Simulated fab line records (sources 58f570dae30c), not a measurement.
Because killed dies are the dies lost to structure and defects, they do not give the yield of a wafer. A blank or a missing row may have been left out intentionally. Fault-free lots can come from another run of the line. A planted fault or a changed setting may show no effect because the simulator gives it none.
2 desks, one fault	flow berkeley_cmos170	each desk holds nothing but its own numbers, with what lay behind them at the end

== FOR THE TOOL OWNER'S DESK: pvd_sputter-03 ==
The tool's own readings at UCB170_SILICIDE_SPUTTER_01 (material Ti, target thk 30 nm, time 25 s): means of the sampled wafers that have a number, for each lot that ran on this tool. If a lot's mean is further than 4 standard deviations from the usual mean, the lot is out of limits and carries the mark OUT (the distance appears in the brackets).
Columns: A = cathode_dc_power_W at UCB170_SILICIDE_SPUTTER_01, usual 1500.0 W; B = throttle_valve_pct at UCB170_SILICIDE_SPUTTER_01, usual 30.1 %
lot	first seen here	A	B
L482	day 8 15:16	1499.9	30.0
L484	day 9 12:29	1527.7 (+95) OUT	30.4
L487	day 9 23:14	1527.4 (+94) OUT	29.0
L497	day 12 08:08	1500.0	29.3
L500	day 12 20:20	1500.0	29.6
L499	day 12 21:14	1500.1	30.1
L502	day 12 22:03	1500.1	30.5
This desk's finding: out of limits on L484, L487; first on L484, day 9 12:29 (cathode_dc_power_W at UCB170_SILICIDE_SPUTTER_01). L482, L497, L500, L499, L502: within limits.

== METROLOGY DESK ==
Means of the sampled wafers that have a number, per lot and without regard to the tool the lot ran on: this is what the gauges read. If a lot's mean is further than 4 standard deviations from the usual mean, the lot is out of limits and carries the mark OUT (the distance appears in the brackets).
Columns: A = PFIELD_TW at UCB170_PFIELD_TW_MEAS_09, usual 606; B = SILICIDE_TI_RS at UCB170_SILICIDE_RS_MEAS_02, usual 26.3 ohm/sq; C = SILICIDE_TI_THK at UCB170_SILICIDE_THK_MEAS_03, usual 29.5 nm; D = cd_nm at UCB170_CONTACT_CD_MEAS_90, usual 699.7 nm
lot	first seen here	A	B	C	D
L482	day 5 04:17	608	26.8	29.2	698.1
L479	day 5 04:35	610	26.3	29.4	697.8
L480	day 5 05:14	594	26.1	29.9	701.0
L484	day 5 19:40	612	26.0	29.7	701.2
L483	day 5 20:01	610	25.6	30.5	699.7
L487	day 6 19:04	595	25.9	30.1	699.3
L494	day 8 11:02	609	26.0	29.7	701.3
L493	day 8 11:20	611	26.2	29.4	700.0
L496	day 9 10:04	609	25.4	30.3	701.1
L497	day 9 10:12	600	26.7	29.0	698.0
L499	day 9 16:09	607	26.5	29.2	697.9
L500	day 9 16:24	607	26.7	29.2	700.8
L502	day 9 16:52	609	26.4	29.4	697.6
L501	day 10 01:14	612	26.1	29.5	698.8
Finding of this desk: none of the 14 lots has anything out of limits.

== TAKEN TOGETHER ==
The tool owner's desk could have raised an alarm at day 9 12:29, on L484, L487.
From the metrology desk's view, nothing was out of limits.
The metrology desk has L484, L487 on record, within its limits.
UCB170_SILICIDE_SPUTTER_01 was run on pvd_sputter-03 by each of the lots named.

== WHAT THE SIMULATOR HAD INSERTED ==
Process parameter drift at UCB170_SILICIDE_SPUTTER_01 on pvd_sputter-03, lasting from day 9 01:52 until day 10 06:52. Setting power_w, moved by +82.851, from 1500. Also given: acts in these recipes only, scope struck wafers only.
Struck lots among those shown: L484, L487.
Hours from the fault's start to each desk's first reading out of limits: the tool owner's desk, 11.
